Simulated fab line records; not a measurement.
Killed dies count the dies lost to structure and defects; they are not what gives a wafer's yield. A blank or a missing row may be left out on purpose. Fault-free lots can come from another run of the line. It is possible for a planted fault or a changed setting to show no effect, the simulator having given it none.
fab line records -- flow berkeleyCmos170 -- part 2 of 2: steps 30 to 39 of 39
record: lots: 5, wafers: 15, lastDay: 11
route steps=331 shown PFIELD@83 FIELD@89 SACOX@97 SCREENOX@100 NVT@104 PVT@115
lots that met no fault: taken from a fault-free run of the same line
startH: start of the lot's first displayed wafer, in hours after the record's first day -- waitH: hours from the lot's prior step to this one -- " same as the row above -- L1.1+2: one row covering several wafers at once -- - value missing, or start not given -- * or withheld: withheld -- < > ~ a bound
route shown NAME@n: names a module that has steps shown in the file, with the first one's number in the route -- usual: mean/standard deviation taken from wafers without a fault -- same: alike in all rows -- chamber/n: place in a boat -- sites: each site's reading -- _std_site: how widely they spread, as a standard deviation -- _edge_site: the outer-site mean with the inner-site mean subtracted -- radiusMm: for every site, how far away it sits from the centre of the wafer -- mask NAME#n: copy n -- behind: the tool/chamber that last shaped the wafer -- hold: cause of the lot's hold/its duration in hours/its outcome -- device: names the non-switching transistor (n, p or np) -- end of line: the same wafers' tests at the end of the route -- a step without rows: its recipe alone -- killed: count of dies lost to structure and defects at first sort (not the wafer's yield) -- map: a wafer's dies, marking killed ones x, the rest . and places with no die _
set.NAME: setting as actually run; set.NAME@STEP: the setting as run at that earlier step -- model.NAME: the simulator's own value behind a step, which no gauge read
lots at selected steps of the route; one table per step, one row per wafer
services: when a tool's chamber went out of use (startH, in hours from the record's first day, below 0 if earlier), for how many hours, and the reason
== steps ==
step: UCB170_NVT_STRIP_08
recipe: chemistry: O2, powerW: 400, pressureMtorr: 3500, platenTempC: withheld, o2FlowSccm: 400, overashFraction: 0.5
usual: drypumpMotorCurrentA: 5.3/0.63, o2FlowSccm: 400.0/1.1, oesProductAu: 0.735/0.0042, stripTimeToEndpointS: 21.62/0.061
lot.wafer,tool,chamber,startH,waitH,drypumpMotorCurrentA,o2FlowSccm,oesProductAu,rfHoursCounterH,stripTimeToEndpointS
L075.2,plasmaAsher-04,0,128.76,0.1,5.1,399.5,0.734,37,21.65
L075.4,plasmaAsher-04,1,128.76,0.1,5.1,402.4,0.731,-,21.56
L075.6,plasmaAsher-04,1,128.76,0.1,5.0,399.8,0.735,-,21.68
L077.3,plasmaAsher-03,0,142.55,0.1,4.8,401.3,0.729,-,21.67
L077.5,plasmaAsher-03,1,142.55,0.1,4.8,398.7,0.730,-,21.66
L077.6,plasmaAsher-03,0,142.55,0.1,4.8,399.3,0.738,-,21.64
L084.3,plasmaAsher-02,0,188.30,0.1,6.7,399.8,0.730,-,21.63
L084.4,plasmaAsher-02,1,188.30,0.1,5.8,400.2,0.735,-,21.63
L084.6,plasmaAsher-02,0,188.30,0.1,6.7,400.1,0.729,-,21.55
L083.1,plasmaAsher-04,0,188.99,0.1,5.2,399.7,0.735,43,21.62
L083.4,plasmaAsher-04,0,188.99,0.1,5.2,401.0,0.740,-,21.59
L083.6,plasmaAsher-04,1,188.99,0.1,5.1,399.0,0.727,-,21.60
L085.1,plasmaAsher-02,1,189.11,0.1,5.8,400.2,0.738,8,21.49
L085.2,plasmaAsher-02,0,189.11,0.1,6.7,400.3,0.728,8,21.48
L085.5,plasmaAsher-02,0,189.11,0.1,6.7,398.5,0.725,-,21.51
step: UCB170_NVT_TW_MEAS_09
usual: NVT_TW: 520.5/2.4
lot.wafer,tool,chamber,startH,waitH,NVT_TW
L075.2,filmMetro-04,-,128.87,0.1,521.8
L075.4,filmMetro-04,-,128.87,0.1,520.9
L075.6,filmMetro-04,-,128.87,0.1,520.1
L077.3,filmMetro-01,-,142.64,0.1,517.9
L077.5,filmMetro-01,-,142.64,0.1,511.3
L077.6,filmMetro-01,-,142.64,0.1,514.3
L084.3,filmMetro-04,-,188.39,0.1,519.4
L084.4,filmMetro-04,-,188.39,0.1,519.3
L084.6,filmMetro-04,-,188.39,0.1,518.4
L083.1,filmMetro-03,-,189.09,0.1,518.5
L083.4,filmMetro-03,-,189.09,0.1,523.1
L083.6,filmMetro-03,-,189.09,0.1,524.6
L085.1,filmMetro-01,-,189.21,0.1,515.8
L085.2,filmMetro-01,-,189.21,0.1,516.9
L085.5,filmMetro-01,-,189.21,0.1,517.8
step: UCB170_NVT_CLEAN_10
recipe: chemistry: SPM, tempC: 120, timeS: 600
usual: bathHeatDutyPct: 13.5/1.8
same: timeS: 600
lot.wafer,tool,chamber,startH,waitH,bathHeatDutyPct
L075.2,wetBench-01,1,129.26,0.4,10.3
L075.4,wetBench-01,1,129.26,0.4,11.0
L075.6,wetBench-01,1,129.26,0.4,10.7
L077.3,wetBench-02,3,144.50,1.8,15.4
L077.5,wetBench-02,3,144.50,1.8,16.9
L077.6,wetBench-02,3,144.50,1.8,15.1
L084.3,wetBench-01,3,188.43,0.0,14.1
L084.4,wetBench-01,3,188.43,0.0,15.6
L084.6,wetBench-01,3,188.43,0.0,15.1
L083.1,wetBench-01,2,189.15,0.1,13.0
L083.4,wetBench-01,2,189.15,0.1,12.4
L083.6,wetBench-01,2,189.15,0.1,13.5
L085.1,wetBench-01,1,189.32,0.1,10.8
L085.2,wetBench-01,1,189.32,0.1,10.9
L085.5,wetBench-01,1,189.32,0.1,10.4
step: UCB170_PVT_HMDS_00
recipe: primeTimeS: 60, primeTempC: 100
usual: chillPlateTempC: 23.01/0.098
lot.wafer,tool,chamber,startH,waitH,chillPlateTempC
L075.2,lithoTrack-01,0,129.93,0.5,23.00
L075.4,lithoTrack-01,0,129.93,0.5,22.95
L075.6,lithoTrack-01,0,129.93,0.5,22.97
L077.3,lithoTrack-03,0,145.54,0.9,23.05
L077.5,lithoTrack-03,0,145.54,0.9,23.08
L077.6,lithoTrack-03,0,145.54,0.9,23.15
L084.3,lithoTrack-04,0,189.25,0.6,23.08
L084.4,lithoTrack-04,0,189.25,0.6,22.87
L084.6,lithoTrack-04,0,189.25,0.6,23.03
L083.1,lithoTrack-03,0,190.25,0.9,23.10
L083.4,lithoTrack-03,0,190.25,0.9,23.11
L083.6,lithoTrack-03,0,190.25,0.9,22.98
L085.1,lithoTrack-01,0,190.42,0.9,23.08
L085.2,lithoTrack-01,0,190.42,0.9,22.99
L085.5,lithoTrack-01,0,190.42,0.9,23.07
step: UCB170_PVT_COAT_01
recipe: resist: KrF, spinRpm: 1500, resistThkNm: 900
usual: chillPlateTempC: 23.01/0.13
lot.wafer,tool,chamber,startH,waitH,chillPlateTempC
L075.2,lithoTrack-01,0,130.08,0.1,22.95
L075.4,lithoTrack-01,0,130.08,0.1,22.95
L075.6,lithoTrack-01,0,130.08,0.1,23.14
L077.3,lithoTrack-03,0,145.69,0.1,22.98
L077.5,lithoTrack-03,0,145.69,0.1,22.93
L077.6,lithoTrack-03,0,145.69,0.1,23.06
L084.3,lithoTrack-04,0,189.40,0.1,22.74
L084.4,lithoTrack-04,0,189.40,0.1,22.97
L084.6,lithoTrack-04,0,189.40,0.1,22.94
L083.1,lithoTrack-03,0,190.40,0.1,22.86
L083.4,lithoTrack-03,0,190.40,0.1,22.80
L083.6,lithoTrack-03,0,190.40,0.1,23.06
L085.1,lithoTrack-01,0,190.57,0.1,23.21
L085.2,lithoTrack-01,0,190.57,0.1,23.09
L085.5,lithoTrack-01,0,190.57,0.1,23.24
step: UCB170_PVT_SOFTBAKE_02
recipe: resist: KrF, tempC: 130, timeS: 60
usual: chillPlateTempC: 23.00/0.1
same: timeS: 60
lot.wafer,tool,chamber,startH,waitH,chillPlateTempC
L075.2,lithoTrack-01,0,130.23,0.1,22.89
L075.4,lithoTrack-01,0,130.23,0.1,22.91
L075.6,lithoTrack-01,0,130.23,0.1,22.97
L077.3,lithoTrack-03,0,145.84,0.1,22.98
L077.5,lithoTrack-03,0,145.84,0.1,23.10
L077.6,lithoTrack-03,0,145.84,0.1,22.84
L084.3,lithoTrack-04,0,189.55,0.1,23.00
L084.4,lithoTrack-04,0,189.55,0.1,22.95
L084.6,lithoTrack-04,0,189.55,0.1,23.05
L083.1,lithoTrack-03,0,190.55,0.1,22.94
L083.4,lithoTrack-03,0,190.55,0.1,22.99
L083.6,lithoTrack-03,0,190.55,0.1,23.02
L085.1,lithoTrack-01,0,190.72,0.1,23.03
L085.2,lithoTrack-01,0,190.72,0.1,23.11
L085.5,lithoTrack-01,0,190.72,0.1,23.18
step: UCB170_PVT_EXPOSE_03
recipe: maskId: NWELL, targetCdNm: 3000, na: 0.5, sigmaOuter: 0.6, sourceShape: conventional, doseMj: 30
lot.wafer,tool,chamber,startH,waitH,mask
L075.2+4+6,krfScanner-01,0,130.52,0.3,NWELL#0
L077.3+5+6,krfScanner-02,0,-,-,NWELL#0
L084.3+4+6,krfScanner-02,0,189.69,0.1,NWELL#0
L083.1+4+6,krfScanner-01,0,190.83,0.2,NWELL#0
L085.1+2+5,krfScanner-02,0,191.07,0.3,NWELL#0
step: UCB170_PVT_PEB_04
recipe: pebTempC: 130, pebTimeS: withheld, resist: KrF
usual: chillPlateTempC: 23.01/0.11
lot.wafer,tool,chamber,startH,waitH,chillPlateTempC
L075.2,lithoTrack-03,0,130.68,0.1,22.97
L075.4,lithoTrack-03,0,130.68,0.1,23.16
L075.6,lithoTrack-03,0,130.68,0.1,23.04
L077.3,lithoTrack-04,0,-,-,22.99
L077.5,lithoTrack-04,0,-,-,23.16
L077.6,lithoTrack-04,0,-,-,23.10
L084.3,lithoTrack-03,0,190.75,1.0,22.99
L084.4,lithoTrack-03,0,190.75,1.0,22.99
L084.6,lithoTrack-03,0,190.75,1.0,23.03
L083.1,lithoTrack-04,0,191.65,0.8,23.12
L083.4,lithoTrack-04,0,191.65,0.8,23.14
L083.6,lithoTrack-04,0,191.65,0.8,23.18
L085.1,lithoTrack-03,0,191.70,0.6,23.11
L085.2,lithoTrack-03,0,191.70,0.6,23.11
L085.5,lithoTrack-03,0,191.70,0.6,23.07
step: UCB170_PVT_DEVELOP_05
recipe: developer: TMAH, developTimeS: 45, resist: KrF, devTempC: 21
usual: chillPlateTempC: 23.00/0.1
same: developTimeS: 45
lot.wafer,tool,chamber,startH,waitH,chillPlateTempC
L075.2,lithoTrack-03,0,-,-,23.14
L075.4,lithoTrack-03,0,-,-,23.19
L075.6,lithoTrack-03,0,-,-,22.96
L077.3,lithoTrack-04,0,-,-,22.95
L077.5,lithoTrack-04,0,-,-,22.83
L077.6,lithoTrack-04,0,-,-,22.87
L084.3,lithoTrack-03,0,-,-,23.04
L084.4,lithoTrack-03,0,-,-,23.06
L084.6,lithoTrack-03,0,-,-,23.14
L083.1,lithoTrack-04,0,-,-,22.90
L083.4,lithoTrack-04,0,-,-,22.96
L083.6,lithoTrack-04,0,-,-,22.96
L085.1,lithoTrack-03,0,-,-,22.97
L085.2,lithoTrack-03,0,-,-,23.02
L085.5,lithoTrack-03,0,-,-,23.01
step: UCB170_PVT_OVL_MEAS_06
usual: PVT_OVL: -2/4.6
lot.wafer,tool,chamber,startH,waitH,PVT_OVL[nm]
L075.2,overlay-02,-,130.94,-,5
L075.4,overlay-02,-,130.94,-,1
L075.6,overlay-02,-,130.94,-,3
L077.3,overlay-02,-,147.52,-,-5
L077.5,overlay-02,-,147.52,-,0
L077.6,overlay-02,-,147.52,-,-7
L084.3,overlay-02,-,190.99,-,-1
L084.4,overlay-02,-,190.99,-,0
L084.6,overlay-02,-,190.99,-,-3
L083.1,overlay-01,-,191.92,-,4
L083.4,overlay-01,-,191.92,-,7
L083.6,overlay-01,-,191.92,-,6
L085.1,overlay-01,-,191.98,-,-9
L085.2,overlay-01,-,191.98,-,-9
L085.5,overlay-01,-,191.98,-,-10
== services ==
tool,chamber,startH,hours,kind
krfScanner-01,-,73.29,51.5,repair
implanter-02,-,77.79,6.5,repair
krfScanner-01,-,84.46,1.7,repair
krfScanner-01,-,89.84,0.5,repair
plasmaAsher-04,-,91.28,2.8,pm
krfScanner-01,-,95.48,2.1,repair
plasmaAsher-01,-,96.27,8.5,repair
implanter-04,-,104.46,19.2,pm
wetBench-04,-,106.95,60.1,pm
implanter-01,-,108.17,6.1,pm
plasmaAsher-02,-,108.75,9.0,pm
krfScanner-01,-,111.29,0.4,repair
implanter-02,-,114.25,4.7,pm
krfScanner-02,-,116.48,5.6,repair
krfScanner-01,-,124.83,1.0,pm
krfScanner-01,-,125.83,0.8,pm
krfScanner-02,-,131.60,1.3,pm
furnace-02,-,150.99,4.8,pm
krfScanner-02,-,152.03,1.0,pm
furnace-01,-,163.77,3.2,pm
wetBench-02,-,170.18,1.6,repair
krfScanner-01,-,178.02,6.8,repair
plasmaAsher-04,-,178.22,1.9,repair
plasmaAsher-03,-,187.36,4.3,repair
